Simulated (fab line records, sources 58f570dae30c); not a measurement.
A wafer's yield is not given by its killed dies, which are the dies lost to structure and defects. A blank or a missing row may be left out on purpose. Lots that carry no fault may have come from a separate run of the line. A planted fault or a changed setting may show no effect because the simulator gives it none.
What tool caused it?    flow berkeley-cmos170    14 lots, 42 wafers sampled, at 1 step of a route of 331

WHAT THE GAUGES READ, wafer by wafer
UCB170_CONTACT_CD_MEAS_15: the cd target is 700 nm.
lot   measured      on         cd-nm (nm)
L816  day 7 06:08   cd-sem-02  699.0 698.9 697.2
L818  day 7 06:56   cd-sem-01  697.5 699.1 699.5
L817  day 7 07:04   cd-sem-02  698.8 697.6 698.0
L819  day 7 10:59   cd-sem-02  699.4 699.0 698.5
L821  day 7 19:28   cd-sem-01  700.1 699.6 701.1
L820  day 7 19:43   cd-sem-02  697.9 696.1 699.3
L822  day 8 06:12   cd-sem-02  702.1 701.8 703.7
L823  day 8 06:34   cd-sem-01  698.1 697.7 698.2
L824  day 9 01:08   cd-sem-01  699.9 700.3 700.2
L825  day 9 01:15   cd-sem-01  704.1 703.4 704.0
L827  day 9 06:23   cd-sem-01  697.3 699.1 697.6
L828  day 9 06:31   cd-sem-01  699.9 699.9 699.5
L832  day 10 00:41  cd-sem-01  699.1 698.0 698.1
L839  day 11 12:49  cd-sem-01  699.5 698.5 698.9

WHAT TOOL EACH LOT RAN ON (gives the tool, then ch and the chambers of the sampled wafers, and finally the start)
No process step before these readings appears in the record.

AS READ BY THE TOOLS THEMSELVES (means over the sampled wafers that have a number; for cases with no such wafer, the mark the record gives instead)
The record holds no such reading with a usual standard deviation.

THE ANSWER, worked out from the rows above alone
Rule: the usual values come from the lots themselves. Put in order of their means at a reading, lots are off if they are a third of the lots or fewer, leave a main group of 4 or more, and stand apart from it by a gap of 3 or more times the standard deviation of the main group's means; of several such gaps the widest counts. Not used: any main group whose means are identical at the precision the tables above print for the reading. A lot without any number at a reading at which 4 lots or more have one is off too. All remaining lots with rows at the step are treated as sound. After the gauges, taken in route order, come the tools' own readings; for these a lot's mean is taken, as printed above. At the first step where some lot is off, the reading lying furthest off is the one used; lots without a number count as furthest.
Across all readings shown, no lot is off: no conclusion can be drawn from this.

WHAT THE SIMULATOR PUT IN
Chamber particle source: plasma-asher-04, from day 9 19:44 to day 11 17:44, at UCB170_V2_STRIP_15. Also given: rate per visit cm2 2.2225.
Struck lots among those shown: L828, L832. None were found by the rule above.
